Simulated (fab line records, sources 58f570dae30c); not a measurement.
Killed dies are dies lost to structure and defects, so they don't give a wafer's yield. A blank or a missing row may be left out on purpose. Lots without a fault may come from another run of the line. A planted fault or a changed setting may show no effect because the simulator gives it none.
fab line records | flow berkeley_cmos170
record lots=5 wafers=15 last_day=13
route steps=331 shown M1@250 V1@254 M2@271
lots that met no fault: from a run of the same line without faults
start_h: hours from the record's first day to the start of the lot's first wafer shown | wait_h: hours since the lot's step before | " the same as in the row above | L1.1+2: a row that stands for several wafers | - no value, or no start given | * or withheld: withheld | < > ~ a bound
route shown NAME@n: a module of which the file shows steps, and the number in the route of the first | usual: mean/standard deviation of fault-free wafers | same: alike in all rows | chamber/n: place in a boat | sites: the reading at each site | _std_site: their standard deviation | _edge_site: outer sites' mean less inner sites' | radius_mm: how far each site lies from the wafer's centre | mask NAME#n: copy n | behind: the tool/chamber that last shaped the wafer | hold: why the lot was held/for how many hours/how that ended | device: the transistor (n, p or np) that didn't switch | end of line: the same wafers' tests at the end of the route | a step without rows: its recipe alone | killed: dies lost to structure and defects at the first sort, not the wafer's yield | map: a wafer's dies, x killed, . not, _ none there
set.NAME: the setting as run; set.NAME@STEP: as run at that earlier step | model.NAME: the simulator's own value behind a step, which no gauge read
lots at some steps of the route; a table a step, a row a wafer
services: from which hour (start_h, from the record's first day; less than 0 if before it) a tool's chamber was out of use, for how many hours, and why
## steps
# step UCB170_M1_METAL_ETCH_12
# recipe chemistry=Cl2/BCl3 target=Al stop_on=PSG pressure_mtorr=12 target_depth_a=7800 over_etch_frac=0.3 time_s=130 icp_w=600 bias_w=120 Cl2_flow_sccm=90 bcl3_flow_sccm=45
# usual drypump_motor_current_A=5.6/0.35 oes_product_au=0.852/0.013 throttle_valve_pct=24.26/0.17
# columns lot.wafer tool chamber start_h wait_h drypump_motor_current_A oes_product_au rf_hours_counter_h throttle_valve_pct
L080.1 rie_metal-04 0 218.45 - 5.8 0.846 11 24.22
L080.3 " 1 " " 5.7 0.860 - 24.16
L080.4 " 0 " " 5.8 0.859 - 24.22
L082.1 rie_metal-03 1 219.45 - 6.1 0.836 9 24.50
L082.3 " 1 " " 6.1 0.838 - 24.51
L082.4 " 1 " " 6.1 0.835 - 24.52
L081.1 rie_metal-02 1 219.67 - 5.0 0.858 11 24.26
L081.2 " 0 " " 5.5 0.870 14 24.36
L081.3 " 0 " " 5.5 0.860 - 24.36
L085.3 rie_metal-02 0 225.09 - 5.4 0.867 - 24.35
L085.4 " 1 " " 5.0 0.864 - 24.24
L085.6 " 0 " " 5.5 0.865 - 24.37
L096.2 rie_metal-03 0 290.60 - 5.4 0.841 1 23.97
L096.5 " 1 " " 6.0 0.838 - 24.50
L096.6 " 0 " " 5.4 0.829 - 23.96
# step UCB170_M1_STRIP_13
# recipe chemistry=O2 power_w=400 pressure_mtorr=3500 platen_temp_c=withheld o2_flow_sccm=400 overash_fraction=0.5
# usual drypump_motor_current_A=5.7/0.43 oes_product_au=0.721/0.0047
# same overash_fraction=0.5
# columns lot.wafer tool chamber start_h wait_h drypump_motor_current_A oes_product_au rf_hours_counter_h
L080.1 plasma_asher-04 0 218.58 0.1 5.4 0.723 3
L080.3 " 0 " " 5.4 0.715 -
L080.4 " 1 " " 5.6 0.719 -
L082.1 plasma_asher-01 0 219.72 0.2 5.5 0.718 56
L082.3 " 0 " " 5.5 0.719 -
L082.4 " 1 " " 5.8 0.722 -
L081.1 plasma_asher-02 0 219.80 0.1 5.2 0.720 55
L081.2 " 1 " " 6.6 0.720 55
L081.3 " 1 " " 6.5 0.722 -
L085.3 plasma_asher-02 1 225.21 0.1 6.6 0.719 -
L085.4 " 0 " " 5.2 0.730 -
L085.6 " 0 " " 5.2 0.725 -
L096.2 plasma_asher-01 0 290.73 0.1 5.5 0.716 63
L096.5 " 1 " " 5.8 0.723 -
L096.6 " 0 " " 5.5 0.719 -
# step UCB170_M1_CD_MEAS_90
# recipe target_cd_nm=700
# usual cd_nm=700.4/1.9
# columns lot.wafer tool chamber start_h wait_h cd_nm
L080.1 cd_sem-02 - 218.68 0.1 697.1
L080.3 " - " " 696.5
L080.4 " - " " 697.8
L082.1 cd_sem-01 - 219.82 0.1 699.8
L082.3 " - " " 702.9
L082.4 " - " " 700.4
L081.1 cd_sem-02 - 219.90 0.1 700.5
L081.2 " - " " 700.2
L081.3 " - " " 702.3
L085.3 cd_sem-01 - 225.32 0.1 700.1
L085.4 " - " " 701.7
L085.6 " - " " 702.5
L096.2 cd_sem-02 - 290.85 0.1 697.5
L096.5 " - " " 698.5
L096.6 " - " " 698.4
# step UCB170_M1_ANNEAL_14
# recipe temp_c=400 time_s=1200 ambient=forming_gas
# columns lot.wafer tool chamber start_h wait_h
L080.1+3+4 furnace-03 0 218.80 0.1
L081.1+2+3 furnace-03 0 220.14 0.2
L082.1+3+4 furnace-03 0 220.14 0.3
L085.3+4+6 furnace-03 0 225.40 0.1
L096.2+5+6 furnace-03 0 291.87 1.0
# step UCB170_V1_CVD_00
# recipe material=SiO2 target_thk_nm=2000 temp_c=390 precursor=TEOS/O2 time_s=250 rf_w=550 pressure_mtorr=9000
# usual heater_power_w=276/54
# columns lot.wafer tool chamber start_h wait_h heater_power_w
L080.1 pecvd-03 1 220.14 0.0 224
L080.3 " 2 " " 308
L080.4 " 2 " " 213
L081.1 pecvd-02 1 221.47 0.0 280
L081.2 " 0 " " 313
L081.3 " 2 " " 378
L082.1 pecvd-01 2 221.47 0.0 308
L082.3 " 0 " " 299
L082.4 " 2 " " 247
L085.3 pecvd-01 0 226.73 0.0 331
L085.4 " 0 " " 230
L085.6 " 2 " " 246
L096.2 pecvd-03 1 293.20 0.0 246
L096.5 " 0 " " 189
L096.6 " 2 " " 212
# step UCB170_V1_THK_MEAS_01
# recipe reads=SiO2_of_V1_CVD_00
# usual V1_TEOS_THK=1994/26
# columns lot.wafer tool chamber start_h wait_h V1_TEOS_THK[nm]
L080.1 film_metro-04 - 220.29 0.1 2011
L080.3 " - " " 2017
L080.4 " - " " 2058
L081.1 film_metro-02 - 221.63 0.1 2013
L081.2 " - " " 1984
L081.3 " - " " 1991
L082.1 film_metro-01 - 221.63 0.1 1923
L082.3 " - " " 1966
L082.4 " - " " 1960
L085.3 film_metro-01 - 226.93 0.1 1965
L085.4 " - " " 2001
L085.6 " - " " 1991
L096.2 film_metro-02 - 293.37 0.1 1962
L096.5 " - " " 1980
L096.6 " - " " 1988
# step UCB170_V1_CMP_02
# recipe material=SiO2 down_force_psi=6 platen_rpm=60 pad_velocity_m_s=0.75398
# usual edge_zone_pressure_frac=0.999/0.005 motor_current_A=16.1/1.4 retaining_ring_pressure_frac=1.000/0.0044
# columns lot.wafer tool chamber start_h wait_h edge_zone_pressure_frac motor_current_A retaining_ring_pressure_frac
L080.3 cmp-01 3 220.35 0.0 1.003 13.5 1.005
L080.1 " 0 " " 1.002 15.6 0.994
L080.4 " 2 " " 0.993 18.1 1.003
L082.4 cmp-02 1 221.69 0.0 1.006 17.3 0.999
L082.3 " 2 " " 0.996 17.8 0.999
L082.1 " 3 " " 0.996 15.3 1.000
L081.3 cmp-01 3 221.74 0.1 0.991 13.3 1.003
L081.1 " 0 " " 1.002 16.2 1.004
L081.2 " 1 " " 0.990 15.0 0.999
L085.3 cmp-01 3 227.02 0.1 1.002 13.3 1.001
L085.4 " 1 " " 1.002 15.1 1.000
L085.6 " 3 " " 1.007 14.0 1.004
L096.2 cmp-01 0 293.52 0.1 0.997 15.7 0.999
L096.6 " 2 " " 0.998 17.4 0.999
L096.5 " 3 " " 0.994 14.0 1.000
# step UCB170_V1_BOW_MEAS_03
# recipe mode=bow
# usual V1_BOW=19/7
# columns lot.wafer tool chamber start_h wait_h V1_BOW[um]
L080.1 film_metro-02 - 220.65 0.2 24
L080.3 " - " " 23
L080.4 " - " " 12
L081.1 film_metro-01 - 221.99 0.1 18
L081.2 " - " " 26
L081.3 " - " " 20
L082.1 film_metro-02 - 221.99 0.1 20
L082.3 " - " " 15
L082.4 " - " " 35
L085.3 film_metro-02 - 227.31 0.2 6
L085.4 " - " " 4
L085.6 " - " " 10
L096.2 film_metro-01 - 293.78 0.2 19
L096.5 " - " " 23
L096.6 " - " " 27
# step UCB170_V1_THK_MEAS_04
# recipe reads=SiO2_of_V1_CVD_00
# usual V1_POLISHED_THK=999.9/1.1
# columns lot.wafer tool chamber start_h wait_h V1_POLISHED_THK[nm]
L080.1 film_metro-02 - 220.77 0.1 1000.4
L080.3 " - " " 999.2
L080.4 " - " " 999.5
L081.1 film_metro-01 - 222.11 0.1 1000.3
L081.2 " - " " 999.5
L081.3 " - " " 1000.3
L082.1 film_metro-02 - 222.11 0.1 1000.9
L082.3 " - " " 998.6
L082.4 " - " " 1001.1
L085.3 film_metro-02 - 227.41 0.1 999.0
L085.4 " - " " 999.2
L085.6 " - " " 998.4
L096.2 film_metro-01 - 293.89 0.1 999.8
L096.5 " - " " 1000.7
L096.6 " - " " 1000.4
# step UCB170_V1_CLEAN_05
# recipe chemistry=DIW
# columns lot.wafer tool chamber start_h wait_h
L080.1+3+4 wet_bench-01 3 220.83 0.1
L081.1+2+3 wet_bench-02 2 223.27 1.2
L082.1+3+4 wet_bench-02 1 223.27 1.2
L085.3+4+6 wet_bench-02 1 227.46 0.0
L096.2+5+6 wet_bench-02 1 293.99 0.1
# step UCB170_V1_HMDS_06
# recipe prime_time_s=60 prime_temp_c=100
# columns lot.wafer tool chamber start_h wait_h
L080.1+3+4 litho_track-04 0 221.01 0.0
L081.1+2+3 litho_track-04 0 223.45 0.0
L082.1+3+4 litho_track-02 0 223.45 0.0
L085.3+4+6 litho_track-04 0 227.69 0.1
L096.2+5+6 litho_track-02 0 294.21 0.0
# step UCB170_V1_COAT_07
# recipe resist=KrF spin_rpm=1500 resist_thk_nm=900
# columns lot.wafer tool chamber start_h wait_h
L080.1+3+4 litho_track-04 0 221.16 0.1
L081.1+2+3 litho_track-04 0 223.60 0.1
L082.1+3+4 litho_track-02 0 223.60 0.1
L085.3+4+6 litho_track-04 0 227.84 0.1
L096.2+5+6 litho_track-02 0 294.36 0.1
# step UCB170_V1_SOFTBAKE_08
# recipe resist=KrF temp_c=130 time_s=60
# columns lot.wafer tool chamber start_h wait_h
L080.1+3+4 litho_track-04 0 221.31 0.1
L081.1+2+3 litho_track-04 0 223.75 0.1
L082.1+3+4 litho_track-02 0 223.75 0.1
L085.3+4+6 litho_track-04 0 227.99 0.1
L096.2+5+6 litho_track-02 0 294.51 0.1
# step UCB170_V1_EXPOSE_09
# recipe mask_id=VIA1 target_cd_nm=700 na=0.5 sigma_outer=0.6 source_shape=conventional dose_mj=37
# columns lot.wafer tool chamber start_h wait_h mask
L080.1+3+4 krf_scanner-01 0 221.58 0.2 VIA1#0
L082.1+3+4 krf_scanner-01 0 223.90 0.1 VIA1#0
L081.1+2+3 krf_scanner-01 0 224.02 0.2 VIA1#0
L085.3+4+6 krf_scanner-02 0 228.13 0.1 VIA1#0
L096.2+5+6 krf_scanner-02 0 294.78 0.2 VIA1#0
# step UCB170_V1_PEB_10
# recipe peb_temp_c=130 peb_time_s=withheld resist=KrF
# columns lot.wafer tool chamber start_h wait_h
L080.1+3+4 litho_track-02 0 221.70 0.1
L082.1+3+4 litho_track-03 0 224.02 0.1
L081.1+2+3 litho_track-02 0 224.13 0.1
L085.3+4+6 litho_track-03 0 228.26 0.1
L096.2+5+6 litho_track-02 0 295.11 0.3
# step UCB170_V1_DEVELOP_11
# recipe developer=TMAH develop_time_s=45 resist=KrF dev_temp_c=21
# same develop_time_s=45
# columns lot.wafer tool chamber start_h wait_h
L080.1+3+4 litho_track-02 0 - -
L082.1+3+4 litho_track-03 0 - -
L081.1+2+3 litho_track-02 0 - -
L085.3+4+6 litho_track-03 0 - -
L096.2+5+6 litho_track-02 0 - -
# step UCB170_V1_CD_MEAS_12
# recipe target_cd_nm=700
# usual cd_nm=700.4/1.5
# columns lot.wafer tool chamber start_h wait_h cd_nm
L080.1 cd_sem-01 - 221.98 - 702.0
L080.3 " - " " 701.3
L080.4 " - " " 700.3
L082.1 cd_sem-01 - 224.29 - 701.7
L082.3 " - " " 703.0
L082.4 " - " " 702.6
L081.1 cd_sem-02 - 224.41 - 700.5
L081.2 " - " " 699.2
L081.3 " - " " 699.7
L085.3 cd_sem-01 - 228.52 - 701.3
L085.4 " - " " 700.6
L085.6 " - " " 700.8
L096.2 cd_sem-02 - 295.38 - 700.7
L096.5 " - " " 700.7
L096.6 " - " " 699.9
# step UCB170_V1_OVL_MEAS_13
# usual V1_OVL=1/5.5
# columns lot.wafer tool chamber start_h wait_h V1_OVL[nm]
L080.1 overlay-02 - 222.10 0.1 -7
L080.3 " - " " -6
L080.4 " - " " 3
L082.1 overlay-02 - 224.41 0.1 5
L082.3 " - " " 3
L082.4 " - " " 6
L081.1 overlay-01 - 224.53 0.1 1
L081.2 " - " " 12
L081.3 " - " " 2
L085.3 overlay-02 - 228.62 0.1 -4
L085.4 " - " " 8
L085.6 " - " " -4
L096.2 overlay-02 - 295.48 0.1 5
L096.5 " - " " -2
L096.6 " - " " 6
# step UCB170_V1_ETCH_14
# recipe chemistry=CHF3/CF4/Ar target=SiO2 stop_on=Al CHF3_flow_sccm=45 cf4_flow_sccm=15 Ar_flow_sccm=150 pressure_mtorr=200 rf_w=700 target_depth_a=12500 over_etch_frac=0.25 time_s=291
# usual cf4_flow_sccm=15.00/0.047 drypump_motor_current_A=5.7/0.44 oes_product_au=0.882/0.011 throttle_valve_pct=6.94/0.083
# columns lot.wafer tool chamber start_h wait_h cf4_flow_sccm drypump_motor_current_A oes_product_au rf_hours_counter_h throttle_valve_pct
L080.1 rie_diel-02 1 222.13 0.0 14.99 5.7 0.870 70 7.08
L080.3 " 3 " " 14.98 5.8 0.895 113 6.92
L080.4 " 0 " " 14.98 6.3 0.887 90 6.96
L082.1 rie_diel-01 2 224.45 0.0 14.90 5.2 0.874 127 6.88
L082.3 " 0 " " 14.90 5.5 0.879 122 6.87
L082.4 " 2 " " 14.94 5.2 0.877 - 6.90
L081.1 rie_diel-04 0 224.56 0.0 14.99 6.3 0.893 8 6.95
L081.2 " 2 " " 14.95 5.8 0.897 20 6.93
L081.3 " 3 " " 15.07 5.7 0.883 20 6.87
L085.3 rie_diel-04 0 228.64 0.0 15.09 6.3 0.888 8 6.94
L085.4 " 3 " " 14.95 5.7 0.879 20 6.87
L085.6 " 1 " " 14.97 5.9 0.886 - 6.93
L096.2 rie_diel-04 0 295.51 0.0 15.01 6.3 0.890 11 6.94
L096.5 " 2 " " 15.02 5.8 0.897 - 6.95
L096.6 " 1 " " 15.07 5.9 0.889 - 6.90
# step UCB170_V1_STRIP_15
# recipe chemistry=O2 power_w=400 pressure_mtorr=3500 platen_temp_c=withheld o2_flow_sccm=400 overash_fraction=0.5
# usual drypump_motor_current_A=5.53/0.13 oes_product_au=0.722/0.0049 strip_time_to_endpoint_s=15.37/0.1
# same overash_fraction=0.5
# columns lot.wafer tool chamber start_h wait_h drypump_motor_current_A oes_product_au rf_hours_counter_h strip_time_to_endpoint_s
L080.1 plasma_asher-04 0 222.31 0.1 5.38 0.724 3 15.40
L080.3 " 0 " " 5.38 0.714 - 15.45
L080.4 " 1 " " 5.61 0.714 - 15.24
L082.1 plasma_asher-04 0 224.63 0.1 5.38 0.721 3 15.26
L082.3 " 1 " " 5.64 0.729 - 15.32
L082.4 " 0 " " 5.38 0.724 - 15.40
L081.1 plasma_asher-03 1 224.74 0.1 5.58 0.717 39 15.36
L081.2 " 0 " " 5.41 0.724 39 15.35
L081.3 " 1 " " 5.58 0.728 - 15.48
L085.3 plasma_asher-03 1 228.85 0.1 5.61 0.719 - 15.33
L085.4 " 0 " " 5.43 0.719 - 15.56
L085.6 " 0 " " 5.44 0.723 - 15.36
L096.2 plasma_asher-03 1 295.69 0.1 5.60 0.731 47 15.29
L096.5 " 0 " " 5.39 0.738 - 15.36
L096.6 " 1 " " 5.59 0.722 - 15.27
# step UCB170_V1_CD_MEAS_90
# recipe target_cd_nm=700
# usual cd_nm=700.4/1.5
# columns lot.wafer tool chamber start_h wait_h cd_nm
L080.1 cd_sem-02 - 222.41 0.1 701.6
L080.3 " - " " 700.3
L080.4 " - " " 701.0
L082.1 cd_sem-01 - 224.73 0.1 701.6
L082.3 " - " " 702.3
L082.4 " - " " 702.5
L081.1 cd_sem-02 - 224.84 0.1 700.1
L081.2 " - " " 698.6
L081.3 " - " " 699.8
L085.3 cd_sem-01 - 228.96 0.1 700.5
L085.4 " - " " 700.5
L085.6 " - " " 701.1
L096.2 cd_sem-01 - 295.81 0.1 700.8
L096.5 " - " " 700.5
L096.6 " - " " 700.3
# step UCB170_M2_PRE_CLEAN_00
# recipe gas=Ar preclean_etch_time_s=60
# columns lot.wafer tool chamber start_h wait_h
L080.1+3+4 pvd_sputter-02 - 222.53 0.1
L082.1+3+4 pvd_sputter-04 - 224.85 0.1
L081.1+2+3 pvd_sputter-03 - 224.96 0.1
L085.3+4+6 pvd_sputter-03 - 229.04 0.1
L096.2+5+6 pvd_sputter-04 - 295.91 0.1
# step UCB170_M2_SPUTTER_01
# recipe material=Al target_thk_nm=900 time_s=120 power_w=6000 chamber_pressure_pa=0.5
# usual throttle_valve_pct=30.3/1.2
# columns lot.wafer tool chamber start_h wait_h throttle_valve_pct
L080.1 pvd_sputter-02 - 222.60 0.0 29.3
L080.3 " - " " 30.9
L080.4 " - " " 29.7
L082.1 pvd_sputter-04 - 224.91 0.0 32.0
L082.3 " - " " 30.2
L082.4 " - " " 28.9
L081.1 pvd_sputter-03 - 225.03 0.0 30.8
L081.2 " - " " 29.5
L081.3 " - " " 32.6
L085.3 pvd_sputter-03 - 229.11 0.0 29.9
L085.4 " - " " 31.4
L085.6 " - " " 29.2
L096.2 pvd_sputter-04 - 295.98 0.0 29.1
L096.5 " - " " 30.4
L096.6 " - " " 28.8
# step UCB170_M2_RS_MEAS_02
# recipe thk_meas_gauge=four-point-probe reads=Al_of_M2_SPUTTER_01
# usual M2_AL_RS=0.03223/0.0003
# columns lot.wafer tool chamber start_h wait_h M2_AL_RS[ohm/sq]
L080.1 film_metro-03 - 222.68 0.0 0.03237
L080.3 " - " " 0.03239
L080.4 " - " " 0.03231
L082.1 film_metro-02 - 225.00 0.0 0.03214
L082.3 " - " " 0.03227
L082.4 " - " " 0.03246
L081.1 film_metro-04 - 225.11 0.0 0.03187
L081.2 " - " " 0.03174
L081.3 " - " " 0.03192
L085.3 film_metro-04 - 229.23 0.1 0.03185
L085.4 " - " " 0.03169
L085.6 " - " " 0.03183
L096.2 film_metro-04 - 296.08 0.1 0.03251
L096.5 " - " " 0.03264
L096.6 " - " " 0.0326
# step UCB170_M2_THK_MEAS_03
# recipe thk_meas_gauge=xrf reads=Al_of_M2_SPUTTER_01
# usual M2_AL_THK=907/8.6
# columns lot.wafer tool chamber start_h wait_h M2_AL_THK[nm]
L080.1 film_metro-03 - 222.80 0.1 908
L080.3 " - " " 910
L080.4 " - " " 908
L082.1 film_metro-02 - 225.12 0.1 908
L082.3 " - " " 908
L082.4 " - " " 905
L081.1 film_metro-04 - 225.23 0.1 908
L081.2 " - " " 918
L081.3 " - " " 916
L085.3 film_metro-04 - 229.33 0.1 911
L085.4 " - " " 920
L085.6 " - " " 920
L096.2 film_metro-04 - 296.19 0.1 896
L096.5 " - " " 899
L096.6 " - " " 898
# step UCB170_M2_HMDS_04
# recipe prime_time_s=60 prime_temp_c=100
# columns lot.wafer tool chamber start_h wait_h
L080.1+3+4 litho_track-04 0 222.86 0.1
L082.1+3+4 litho_track-02 0 225.18 0.1
L081.1+2+3 litho_track-04 0 225.29 0.1
L085.3+4+6 litho_track-02 0 229.69 0.4
L096.2+5+6 litho_track-02 0 296.27 0.1
# step UCB170_M2_COAT_05
# recipe resist=KrF spin_rpm=1500 resist_thk_nm=900
# columns lot.wafer tool chamber start_h wait_h
L080.1+3+4 litho_track-04 0 223.01 0.1
L082.1+3+4 litho_track-02 0 225.33 0.1
L081.1+2+3 litho_track-04 0 225.44 0.1
L085.3+4+6 litho_track-02 0 229.84 0.1
L096.2+5+6 litho_track-02 0 296.42 0.1
# step UCB170_M2_SOFTBAKE_06
# recipe resist=KrF temp_c=130 time_s=60
# columns lot.wafer tool chamber start_h wait_h
L080.1+3+4 litho_track-04 0 223.16 0.1
L082.1+3+4 litho_track-02 0 225.48 0.1
L081.1+2+3 litho_track-04 0 225.59 0.1
L085.3+4+6 litho_track-02 0 229.99 0.1
L096.2+5+6 litho_track-02 0 296.57 0.1
# step UCB170_M2_STRIP_07
# recipe chemistry=O2 power_w=400 pressure_mtorr=3500 platen_temp_c=withheld o2_flow_sccm=400 overash_fraction=0.5
# usual drypump_motor_current_A=5.7/0.46 oes_product_au=0.735/0.0044 strip_time_to_endpoint_s=22.02/0.06
# same overash_fraction=0.5
# columns lot.wafer tool chamber start_h wait_h drypump_motor_current_A oes_product_au rf_hours_counter_h strip_time_to_endpoint_s
L080.1 plasma_asher-03 0 223.31 0.1 5.4 0.747 39 22.01
L080.3 " 1 " " 5.6 0.738 - 22.04
L080.4 " 0 " " 5.4 0.730 - 22.05
L082.1 plasma_asher-03 0 225.63 0.1 5.4 0.737 39 22.12
L082.3 " 1 " " 5.6 0.741 - 22.15
L082.4 " 0 " " 5.4 0.737 - 22.11
L081.1 plasma_asher-04 1 225.74 0.1 5.6 0.734 3 22.10
L081.2 " 0 " " 5.4 0.727 3 22.03
L081.3 " 1 " " 5.6 0.725 - 22.01
L085.3 plasma_asher-02 1 230.12 0.1 6.6 0.731 - 21.96
L085.4 " 0 " " 5.2 0.740 - 22.03
L085.6 " 0 " " 5.2 0.727 - 21.99
L096.2 plasma_asher-04 1 296.69 0.1 5.6 0.737 11 22.09
L096.5 " 1 " " 5.6 0.739 - 22.08
L096.6 " 0 " " 5.4 0.736 - 22.13
# step UCB170_M2_STRIP_08
# recipe chemistry=DMSO temp_c=80 time_s=600 material=KrF
# usual bath_heat_duty_pct=16.9/2
# columns lot.wafer tool chamber start_h wait_h bath_heat_duty_pct
L080.1 wet_bench-04 0 223.41 0.1 19.7
L080.3 " 0 " " 18.9
L080.4 " 0 " " 19.6
L082.1 wet_bench-04 1 225.73 0.1 14.9
L082.3 " 1 " " 15.4
L082.4 " 1 " " 14.6
L081.1 wet_bench-01 1 225.84 0.1 15.6
L081.2 " 1 " " 14.7
L081.3 " 1 " " 16.7
L085.3 wet_bench-02 2 230.19 0.0 21.1
L085.4 " 2 " " 21.7
L085.6 " 2 " " 21.2
L096.2 wet_bench-04 3 296.82 0.1 17.4
L096.5 " 3 " " 16.8
L096.6 " 3 " " 16.6
# step UCB170_M2_COAT_09
# recipe resist=BARC temp_c=withheld time_s=withheld spin_rpm=3000 resist_thk_nm=withheld
# columns lot.wafer tool chamber start_h wait_h
L080.1+3+4 litho_track-01 0 223.58 0.0
L082.1+3+4 litho_track-04 0 225.90 0.0
L081.1+2+3 litho_track-02 0 226.08 0.1
L085.3+4+6 litho_track-01 0 230.65 0.3
L096.2+5+6 litho_track-02 0 297.72 0.7
# step UCB170_M2_COAT_10
# recipe resist=KrF spin_rpm=1500 resist_thk_nm=900
# columns lot.wafer tool chamber start_h wait_h
L080.1+3+4 litho_track-01 0 - -
L082.1+3+4 litho_track-04 0 - -
L081.1+2+3 litho_track-02 0 - -
L085.3+4+6 litho_track-01 0 - -
L096.2+5+6 litho_track-02 0 - -
# step UCB170_M2_SOFTBAKE_11
# recipe resist=KrF temp_c=130 time_s=60
# columns lot.wafer tool chamber start_h wait_h
L080.1+3+4 litho_track-01 0 - -
L082.1+3+4 litho_track-04 0 - -
L081.1+2+3 litho_track-02 0 - -
L085.3+4+6 litho_track-01 0 - -
L096.2+5+6 litho_track-02 0 - -
# step UCB170_M2_EXPOSE_12
# recipe mask_id=METAL2 target_cd_nm=700 na=0.5 sigma_outer=0.6 source_shape=conventional dose_mj=26
# columns lot.wafer tool chamber start_h wait_h mask
L080.1+3+4 krf_scanner-02 0 224.16 - METAL2#0
L082.1+3+4 krf_scanner-01 0 226.48 - METAL2#0
L081.1+2+3 krf_scanner-02 0 226.72 - METAL2#0
L085.3+4+6 krf_scanner-01 0 231.09 - METAL2#0
L096.2+5+6 krf_scanner-01 0 298.29 - METAL2#0
# step UCB170_M2_PEB_13
# recipe peb_temp_c=130 peb_time_s=withheld resist=KrF
# columns lot.wafer tool chamber start_h wait_h
L080.1+3+4 litho_track-01 0 224.28 0.1
L082.1+3+4 litho_track-02 0 226.59 0.1
L081.1+2+3 litho_track-01 0 226.83 0.1
L085.3+4+6 litho_track-01 0 231.38 0.3
L096.2+5+6 litho_track-02 0 298.89 0.6
# step UCB170_M2_DEVELOP_14
# recipe developer=TMAH develop_time_s=45 resist=KrF dev_temp_c=21
# same develop_time_s=45
# columns lot.wafer tool chamber start_h wait_h
L080.1+3+4 litho_track-01 0 - -
L082.1+3+4 litho_track-02 0 - -
L081.1+2+3 litho_track-01 0 - -
L085.3+4+6 litho_track-01 0 - -
L096.2+5+6 litho_track-02 0 - -
# step UCB170_M2_CD_MEAS_15
# recipe target_cd_nm=700
# usual cd_nm=699.9/1.5
# columns lot.wafer tool chamber start_h wait_h cd_nm
L080.1 cd_sem-01 - 224.55 - 698.6
L080.3 " - " " 697.8
L080.4 " - " " 698.6
L082.1 cd_sem-02 - 226.87 - 700.4
L082.3 " - " " 701.9
L082.4 " - " " 700.5
L081.1 cd_sem-02 - 227.14 - 696.0
L081.2 " - " " 696.7
L081.3 " - " " 696.2
L085.3 cd_sem-02 - 231.64 - 699.7
L085.4 " - " " 697.1
L085.6 " - " " 700.0
L096.2 cd_sem-02 - 299.16 - 701.3
L096.5 " - " " 700.7
L096.6 " - " " 700.8
# step UCB170_M2_OVL_MEAS_16
# usual M2_OVL=2/7.2
# columns lot.wafer tool chamber start_h wait_h M2_OVL[nm]
L080.1 overlay-02 - 224.67 0.1 -6
L080.3 " - " " -3
L080.4 " - " " 0
L082.1 overlay-02 - 226.99 0.1 10
L082.3 " - " " 12
L082.4 " - " " 9
L081.1 overlay-02 - 227.26 0.1 5
L081.2 " - " " 9
L081.3 " - " " 1
L085.3 overlay-01 - 231.73 0.1 8
L085.4 " - " " 1
L085.6 " - " " 13
L096.2 overlay-02 - 299.27 0.1 -2
L096.5 " - " " -1
L096.6 " - " " -1
# step UCB170_M2_ETCH_17
# recipe chemistry=N2/H2 target_depth_a=withheld overetch_a=withheld target=BARC time_s=withheld source_w=500 bias_w=100 pressure_mtorr=30 n2_flow_sccm=100 h2_flow_sccm=200
# usual drypump_motor_current_A=5.7/0.31 oes_product_au=1.001/0.017 throttle_valve_pct=13.29/0.13
# columns lot.wafer tool chamber start_h wait_h drypump_motor_current_A oes_product_au throttle_valve_pct
L080.1 rie_diel-03 1 224.71 0.0 5.8 0.967 13.35
L080.3 " 3 " " 5.9 0.980 13.39
L080.4 " 2 " " 5.8 1.016 13.33
L082.1 rie_diel-04 0 227.02 0.0 6.3 1.017 13.25
L082.3 " 2 " " 5.8 1.020 13.29
L082.4 " 3 " " 5.7 0.995 13.12
L081.1 rie_diel-03 2 227.29 0.0 5.8 1.010 13.33
L081.2 " 3 " " 5.9 0.985 13.41
L081.3 " 0 " " 5.6 1.011 12.94
L085.3 rie_diel-01 1 231.76 0.0 5.4 1.000 13.49
L085.4 " 2 " " 5.2 0.991 13.34
L085.6 " 0 " " 5.5 0.998 13.24
L096.2 rie_diel-01 3 299.30 0.0 6.2 0.992 13.30
L096.5 " 2 " " 5.2 0.996 13.34
L096.6 " 3 " " 6.1 0.998 13.31
# step UCB170_M2_METAL_ETCH_18
# recipe chemistry=Cl2/BCl3 target=Al stop_on=SiO2 pressure_mtorr=12 target_depth_a=11700 over_etch_frac=0.3 time_s=195 icp_w=600 bias_w=120 Cl2_flow_sccm=90 bcl3_flow_sccm=45
# usual drypump_motor_current_A=5.57/0.23 oes_product_au=0.854/0.007 throttle_valve_pct=24.32/0.2
# columns lot.wafer tool chamber start_h wait_h drypump_motor_current_A oes_product_au rf_hours_counter_h throttle_valve_pct
L080.1 rie_metal-01 1 224.75 - 5.53 0.847 13 24.28
L080.3 " 1 " " 5.51 0.848 - 24.28
L080.4 " 0 " " 5.58 0.855 - 24.70
L082.1 rie_metal-04 1 227.07 - 5.70 0.863 5 24.14
L082.3 " 0 " " 5.80 0.851 - 24.22
L082.4 " 1 " " 5.74 0.855 - 24.14
L081.1 rie_metal-01 0 227.34 - 5.58 0.863 5 24.71
L081.2 " 1 " " 5.53 0.857 13 24.26
L081.3 " 0 " " 5.57 0.850 - 24.72
L085.3 rie_metal-01 0 231.86 - 5.57 0.853 - 24.69
L085.4 " 1 " " 5.51 0.862 - 24.25
L085.6 " 0 " " 5.57 0.862 - 24.69
L096.2 rie_metal-02 0 299.34 - 5.43 0.853 16 24.36
L096.5 " 0 " " 5.46 0.854 - 24.39
L096.6 " 1 " " 4.98 0.847 - 24.24
## services
# columns tool chamber start_h hours kind
rie_diel-04 0 199.04 7.5 repair
plasma_asher-04 - 199.70 1.4 repair
krf_scanner-01 - 200.53 0.3 repair
cmp-01 - 215.35 2.9 repair
plasma_asher-01 - 222.48 9.4 repair
krf_scanner-02 - 229.89 1.3 pm
rie_diel-03 - 229.96 2.8 pm
cmp-02 - 232.00 4.0 pm
rie_diel-02 3 237.22 10.0 repair
rie_metal-01 0 237.74 8.0 repair
krf_scanner-02 - 241.02 1.0 pm
pecvd-02 - 242.50 14.0 pm
pvd_sputter-04 - 246.35 8.1 repair
cmp-01 - 250.15 6.2 repair
rie_diel-01 2 273.38 5.5 repair
krf_scanner-01 - 273.51 0.4 repair
plasma_asher-01 - 273.88 2.3 repair
pecvd-01 - 278.23 0.6 repair
wet_bench-04 - 281.93 7.7 repair
rie_metal-02 1 282.72 1.1 repair
krf_scanner-01 - 287.87 1.0 pm
rie_diel-04 3 290.04 2.5 repair
plasma_asher-01 - 291.17 1.5 repair
rie_metal-03 - 292.87 2.8 pm
## key
fault none
